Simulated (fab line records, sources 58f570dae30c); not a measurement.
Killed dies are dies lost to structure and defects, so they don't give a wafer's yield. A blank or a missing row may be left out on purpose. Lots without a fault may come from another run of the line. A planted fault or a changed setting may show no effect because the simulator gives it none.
Which tool did it? | flow berkeley_cmos170 | 14 lots, 42 wafers sampled, at 4 steps of a route of 331

WHAT THE GAUGES READ, wafer by wafer
UCB170_NWELL_TW_MEAS_16.
lot  | measured    | on            | NWELL_TW
L130 | day 2 10:47 | film_metro-02 | 1245 1253 1254
L132 | day 2 21:28 | film_metro-04 | 1253 1258 1254
L133 | day 3 04:10 | film_metro-03 | 1248 1250 1249
L134 | day 3 09:40 | film_metro-02 | 1247 1252 1250
L135 | day 3 09:50 | film_metro-03 | 1256 1255 1249
L136 | day 3 18:46 | film_metro-04 | 1245 1257 1249
L137 | day 4 00:05 | film_metro-03 | 1238 1247 1243
L138 | day 4 00:21 | film_metro-04 | 1248 1255 1254
L139 | day 4 10:07 | film_metro-02 | 1250 1248 1249
L140 | day 4 10:22 | film_metro-04 | 1252 1259 1254
L142 | day 5 02:12 | film_metro-02 | 1244 1238 1241
L144 | day 5 11:19 | film_metro-02 | 1245 1244 1241
L152 | day 7 01:29 | film_metro-03 | 1249 1248 1241
L153 | day 7 09:07 | film_metro-02 | 1250 1248 1244

UCB170_ACTIVE_THK_MEAS_03.
lot  | measured    | on            | ACTIVE_OXIDE_THK (nm)
L130 | day 4 10:02 | film_metro-04 | 26.6 26.3 26.6
L132 | day 4 10:02 | film_metro-01 | 27.4 27.1 27.1
L133 | day 5 03:37 | film_metro-01 | 27.1 26.3 26.8
L134 | day 5 03:41 | film_metro-01 | 27.1 26.9 27.2
L135 | day 5 03:45 | film_metro-01 | 27.5 27.6 27.8
L136 | day 5 13:05 | film_metro-04 | 27.0 26.6 26.6
L137 | day 5 18:41 | film_metro-01 | 25.7 25.3 25.3
L138 | day 5 18:41 | film_metro-03 | 26.5 26.6 26.7
L139 | day 6 03:56 | film_metro-04 | 26.5 26.3 26.3
L140 | day 6 03:55 | film_metro-03 | 26.2 26.7 26.6
L142 | day 7 01:13 | film_metro-03 | 27.0 26.8 26.4
L144 | day 7 11:02 | film_metro-04 | 27.0 26.5 26.3
L152 | day 8 19:33 | film_metro-03 | 26.0 26.4 26.0
L153 | day 9 06:35 | film_metro-04 | 26.3 25.6 26.0

UCB170_M2_CD_MEAS_15: target cd 700 nm.
lot  | measured     | on        | cd_nm (nm)
L130 | day 8 15:38  | cd_sem-01 | 702.6 701.2 701.8
L132 | day 8 13:24  | cd_sem-01 | 702.5 702.1 701.8
L133 | day 9 04:19  | cd_sem-01 | 700.1 702.3 700.8
L134 | day 9 07:58  | cd_sem-02 | 698.7 697.6 698.6
L135 | day 9 06:39  | cd_sem-02 | 699.4 699.9 700.5
L136 | day 9 13:57  | cd_sem-01 | 700.6 699.4 699.2
L137 | day 10 04:00 | cd_sem-01 | 697.6 697.9 698.1
L138 | day 10 05:47 | cd_sem-02 | 699.1 700.1 697.2
L139 | day 10 03:43 | cd_sem-01 | 698.5 699.9 699.2
L140 | day 10 05:32 | cd_sem-01 | 699.2 699.1 699.5
L142 | day 11 03:08 | cd_sem-02 | 699.1 698.4 698.8
L144 | day 11 14:40 | cd_sem-01 | 697.9 699.0 697.9
L152 | day 13 09:11 | cd_sem-01 | 698.5 698.9 698.6
L153 | day 13 20:11 | cd_sem-02 | 700.0 698.3 698.7

WHICH TOOL RAN EACH LOT (tool, then ch and the chambers of the sampled wafers, then the start)
lot  | UCB170_M2_COAT_09
L130 | litho_track-01 ch 0, day 8 14:28
L132 | litho_track-01 ch 0, day 8 12:19
L133 | litho_track-01 ch 0, day 9 03:21
L134 | litho_track-03 ch 0, day 9 07:01
L135 | litho_track-04 ch 0, day 9 05:40
L136 | litho_track-04 ch 0, day 9 12:59
L137 | litho_track-04 ch 0, day 10 03:10
L138 | litho_track-03 ch 0, day 10 04:48
L139 | litho_track-04 ch 0, day 10 02:46
L140 | litho_track-04 ch 0, day 10 04:34
L142 | litho_track-03 ch 0, day 11 02:19
L144 | litho_track-04 ch 0, day 11 13:50
L152 | litho_track-01 ch 0, day 13 07:53
L153 | litho_track-03 ch 0, day 13 18:55
- UCB170_M2_COAT_09

WHAT THE TOOLS THEMSELVES READ (means of the sampled wafers that have a number; where no wafer has one, the mark that the record gives instead)
UCB170_M2_COAT_09.
lot  | tool           | spin_speed_rpm (rpm)
L130 | litho_track-01 | 2998.1
L132 | litho_track-01 | 2998.7
L133 | litho_track-01 | 3002.4
L134 | litho_track-03 | 3001.3
L135 | litho_track-04 | 2997.6
L136 | litho_track-04 | 3001.8
L137 | litho_track-04 | 3001.5
L138 | litho_track-03 | 3001.6
L139 | litho_track-04 | 3001.7
L140 | litho_track-04 | 2808.9
L142 | litho_track-03 | 3000.8
L144 | litho_track-04 | 2809.2
L152 | litho_track-01 | 2999.0
L153 | litho_track-03 | 3001.6

THE ANSWER, worked out from the rows above alone
Rule: what is usual is taken from the lots themselves. Put in order of their means at a reading, lots are off if they are a third of the lots or fewer, leave a main group of 4 or more, and stand apart from it by a gap of 3 or more times the standard deviation of the main group's means; of several such gaps the widest counts. A main group whose means are all the same, to the digits that the tables above print for the reading, isn't used. A lot without any number at a reading at which 4 lots or more have one is off too. The other lots that the step has rows for count as sound. The gauges are gone through in route order, then the tools' own readings, and for those a lot's mean is taken as printed above. The first step at which some lot is off is used, and at that step the reading that is off furthest; a lot without a number counts as furthest.
Off: L140, L144, at UCB170_M2_COAT_09 (spin_speed_rpm). The main group: mean 3000.5 rpm, standard deviation 1.6.
A tool fits if, at that step or a process step before it, it ran every lot that is off, and no sound lot after the first of them. One fits: litho_track-04 at UCB170_M2_COAT_09. Its last sound lot is L137 (day 10 03:10), its first lot that is off L140 (day 10 04:34): a fault that began between those two fits.
The tool's own readings at UCB170_M2_COAT_09 bear it out: on the lots that are off they differ by more than 5 times the standard deviation of the sound lots' means. spin_speed_rpm reads 2809.1 rpm there against 3000.5 rpm on the sound lots.

WHAT THE SIMULATOR HAD PUT IN
Process parameter drift: litho_track-04, from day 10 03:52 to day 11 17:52, at UCB170_M2_COAT_09. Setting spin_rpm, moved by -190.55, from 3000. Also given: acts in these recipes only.
Lots struck among those shown: L140, L144. The rule above found the same.
